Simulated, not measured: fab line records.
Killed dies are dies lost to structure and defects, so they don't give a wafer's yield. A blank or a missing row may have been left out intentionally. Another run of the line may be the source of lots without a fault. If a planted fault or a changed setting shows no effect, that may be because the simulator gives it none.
Which of the tools did it? -- flow rit_cmos -- Sampling: 14 lots, 42 wafers, 3 of 202 route steps

WHAT THE GAUGES SHOWED, per wafer
RIT_SDANNEAL_RS_MEAS_05: measurement is done with a four-point probe. Usual: for NSD_RS the level is 84.3 ohm/sq and the standard deviation is 0.33.
lot,measured,on,NSD_RS (ohm/sq),flag
L717,day 3 15:24,film_metro-03,84.0 83.7 83.8,
L718,day 3 19:02,film_metro-03,84.3 84.0 83.9,
L719,day 4 02:10,film_metro-03,83.4 83.8 83.8,
L720,day 4 06:16,film_metro-01,84.7 84.3 84.8,
L721,day 4 10:13,film_metro-03,84.4 84.2 84.4,
L722,day 4 19:43,film_metro-01,84.6 84.2 84.3,
L724,day 4 22:57,film_metro-03,84.3 84.7 84.3,
L725,day 5 11:44,film_metro-02,84.3 84.9 84.7,
L727,day 5 15:44,film_metro-02,84.3 84.5 84.5,
L729,day 5 23:37,film_metro-02,84.4 83.9 84.3,
L734,day 7 06:22,film_metro-03,84.1 84.2 84.0,
L735,day 7 08:45,film_metro-01,84.7 84.9 84.6,
L736,day 7 12:46,film_metro-01,84.2 84.4 84.5,
L738,day 7 21:06,film_metro-02,84.6 84.6 84.6,

WHAT TOOL EACH LOT RAN ON (gives the tool, then ch and the chambers of the sampled wafers, and finally the start)
lot,RIT_GATE_SOFTBAKE_12,RIT_SDANNEAL_RTA_03
L717,"litho_track-03 ch 0, day 3 01:49","rtp_anneal-02 ch 0, day 3 15:14"
L718,"litho_track-02 ch 0, day 3 05:09","rtp_anneal-02 ch 0, day 3 18:51"
L719,"litho_track-03 ch 0, day 3 12:22","rtp_anneal-02 ch 0, day 4 01:59"
L720,"litho_track-02 ch 0, day 3 13:54","rtp_anneal-01 ch 0, day 4 06:05"
L721,"litho_track-03 ch 0, day 3 18:47","rtp_anneal-02 ch 0, day 4 10:01"
L722,"litho_track-02 ch 0, day 4 03:53","rtp_anneal-02 ch 0, day 4 19:32"
L724,"litho_track-02 ch 0, day 4 06:26","rtp_anneal-01 ch 0, day 4 22:46"
L725,"litho_track-04 ch 0, day 4 17:43","rtp_anneal-02 ch 0, day 5 11:34"
L727,"litho_track-04 ch 0, day 5 01:08","rtp_anneal-02 ch 0, day 5 15:34"
L729,"litho_track-04 ch 0, day 5 08:05","rtp_anneal-02 ch 0, day 5 23:24"
L734,"litho_track-02 ch 0, day 6 15:42","rtp_anneal-01 ch 0, day 7 06:11"
L735,"litho_track-02 ch 0, day 6 17:18","rtp_anneal-02 ch 0, day 7 08:34"
L736,"litho_track-03 ch 0, day 6 20:38","rtp_anneal-01 ch 0, day 7 12:35"
L738,"litho_track-04 ch 0, day 7 07:06","rtp_anneal-01 ch 0, day 7 20:52"
- RIT_GATE_SOFTBAKE_12: time 60 s.
- RIT_SDANNEAL_RTA_03: time 5 s.

WHAT THE TOOLS THEMSELVES READ (means of the sampled wafers that have a number; where no wafer has one, the mark that the record gives instead)
RIT_GATE_SOFTBAKE_12. Usual: heater_power_total_W 34.55 W, standard deviation 0.046; plate_temp_C 89.99 C, standard deviation 0.12.
lot,tool,heater_power_total_W (W),plate_temp_C (C),flag
L717,litho_track-03,34.55,89.96,
L718,litho_track-02,34.61,90.03,
L719,litho_track-03,34.54,90.08,
L720,litho_track-02,34.52,89.99,
L721,litho_track-03,34.52,89.86,
L722,litho_track-02,34.51,89.98,
L724,litho_track-02,34.57,89.96,
L725,litho_track-04,34.60,90.09,
L727,litho_track-04,34.60,90.13,
L729,litho_track-04,34.55,90.14,
L734,litho_track-02,34.20,89.31,OFF
L735,litho_track-02,34.17,89.11,OFF
L736,litho_track-03,34.58,89.95,
L738,litho_track-04,34.54,90.11,

RIT_SDANNEAL_RTA_03. Usual: anneal_temp_c_max 1055.0, standard deviation 1.5; ramp_up_c_per_s 341.99, standard deviation 0.063; wafer_temp_C_max 1053.5, standard deviation 1.2.
lot,tool,anneal_temp_c_max,ramp_up_c_per_s,wafer_temp_C_max,flag
L717,rtp_anneal-02,1054.1,341.98,1052.8,
L718,rtp_anneal-02,1053.0,342.05,1053.7,
L719,rtp_anneal-02,1053.5,342.02,1053.1,
L720,rtp_anneal-01,1056.7,341.99,1053.6,
L721,rtp_anneal-02,1054.3,341.93,1053.1,
L722,rtp_anneal-02,1053.2,341.93,1053.5,
L724,rtp_anneal-01,1056.9,342.00,1054.4,
L725,rtp_anneal-02,1054.1,341.95,1054.0,
L727,rtp_anneal-02,1054.7,342.01,1052.9,
L729,rtp_anneal-02,1054.3,341.98,1053.3,
L734,rtp_anneal-01,1056.8,342.05,1053.0,
L735,rtp_anneal-02,1054.3,342.02,1054.2,
L736,rtp_anneal-01,1055.4,342.00,1053.0,
L738,rtp_anneal-01,1056.4,342.03,1052.9,

THE ANSWER, worked out from the rows above alone
Rule: a lot is off if the mean of its wafers that have a number lies more than 3 standard deviations from the usual mean. A lot without any number at a reading at which 4 lots or more have one is off too. Where the step has rows for the other lots, those lots are counted as sound. The gauges are gone through in route order, then the tools' own readings, and for those a lot's mean is taken as printed above. At the first step where some lot is off, the reading lying furthest off is the one used; lots without a number count as furthest.
Off: L734, L735, at RIT_GATE_SOFTBAKE_12 (heater_power_total_W).
A tool fits if, at that step or a process step before it, it ran every lot that is off, and no sound lot after the first of them. One fits: litho_track-02 at RIT_GATE_SOFTBAKE_12. A fault onset in the window from L724 (day 4 06:26, its last sound lot) to L734 (day 6 15:42, its first lot off) fits.
The tool's own readings at RIT_GATE_SOFTBAKE_12 bear it out: on the lots that are off they differ by more than 5 times the standard deviation of the sound lots' means. heater_power_total_W reads 34.19 W there against 34.56 W on the sound lots; plate_temp_C reads 89.21 C there against 90.02 C on the sound lots.

WHAT THE SIMULATOR HAD PUT IN
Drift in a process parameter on litho_track-02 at RIT_GATE_SOFTBAKE_12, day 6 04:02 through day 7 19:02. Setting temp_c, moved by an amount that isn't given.
Lots struck among those shown: L734, L735. The same result came from the rule above.
